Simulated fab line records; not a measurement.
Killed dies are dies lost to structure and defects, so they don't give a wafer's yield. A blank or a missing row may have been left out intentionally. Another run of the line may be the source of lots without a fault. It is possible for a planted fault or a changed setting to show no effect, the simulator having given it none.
Struck lot and sound lot, side by side | flow ritCmos | 14 out of 202 route steps
Sound: wafers L154.2, L154.3, L154.6. The struck wafers were L161.1, L161.2, L161.3. Last of all comes the cause.
For every step that has rows: the tool of each side, followed by ch and its chambers, followed by its first start. Under that, the readings that differ: sound wafers | struck wafers | difference of the means | sigmas: that difference in standard deviations of wafers without a fault.
alike: readings whose means differ by less than 2 such deviations, and words and numbers that are the same on both sides. not compared: withheld readings, readings that some wafer has no value for, bounds like >300 that may hide the same value, and numbers for which the record gives no deviation and whose values overlap.
A row with sigmas, a row that says differs or no value, or rows on one side alone: a step with any of these is where the two part. Non-overlapping numbers with no deviation appear without sigmas and do not part them. Lack of a reading on every wafer of one side parts them only where that side has two or more wafers.

first, 1 step without rows for these wafers: RIT_NWELL_IMPLANT_08.
RIT_NWELL_STRIP_09: strips in O2, time 180 s.
  sound on plasmaAsher-04 ch 0,1, day 2 19:08; struck on plasmaAsher-04 ch 0,1, day 4 07:43
  alike: chamberPressureMTorr, drypumpMotorCurrentA
  not compared: rfHoursCounterH
RIT_NWELL_TW_MEAS_10:
  struck on filmMetro-01, day 4 07:54; sound on filmMetro-03, day 2 19:20
reading  | sound          | struck         | difference | sigmas
NWELL_TW | 2117 2130 2117 | 2137 2151 2146 | +23        | +2
then, 6 steps without rows for these wafers: RIT_PWELL_HMDS_00 (prime time 60 s); RIT_PWELL_COAT_01 (resist thk 1300 nm); RIT_PWELL_SOFTBAKE_02 (time 60 s); RIT_PWELL_EXPOSE_03 (exposes mask M3, target cd 43700 nm); RIT_PWELL_PEB_04; RIT_PWELL_DEVELOP_05 (develop time 68 s).
RIT_PWELL_OVL_MEAS_06:
  struck on overlay-02, day 4 08:59; sound on overlay-01, day 2 20:16
  alike: PWELL_OVL
then, 2 steps without rows for these wafers: RIT_PWELL_HARDBAKE_07 (time 120 s); RIT_PWELL_IMPLANT_08.
RIT_PWELL_STRIP_09: strips in O2, time 180 s.
  sound on plasmaAsher-04 ch 0, day 2 20:41; struck on plasmaAsher-03 ch 0,1, day 4 09:25
  no value came back on the struck wafers for chamberPressureMTorr (mTorr), drypumpMotorCurrentA (A); on the sound wafers chamberPressureMTorr (mTorr) reads 3997 4001 3995
reading                                   | sound | struck         | difference | sigmas
model.NOVOLAK_of_PWELL_COAT_01.thkNm (nm) | 0 0 0 | 1141 1140 1136 | +1139      | 
  not compared: rfHoursCounterH
RIT_PWELL_TW_MEAS_10:
  struck on filmMetro-03, day 4 09:36; sound on filmMetro-02, day 2 20:53
reading  | sound       | struck      | difference | sigmas
PWELL_TW | 949 952 957 | 935 941 945 | -12        | -2

## WHERE THEY PART
First at RIT_NWELL_TW_MEAS_10; last, within this record, at RIT_PWELL_TW_MEAS_10.

WHY: whatever the simulator had introduced
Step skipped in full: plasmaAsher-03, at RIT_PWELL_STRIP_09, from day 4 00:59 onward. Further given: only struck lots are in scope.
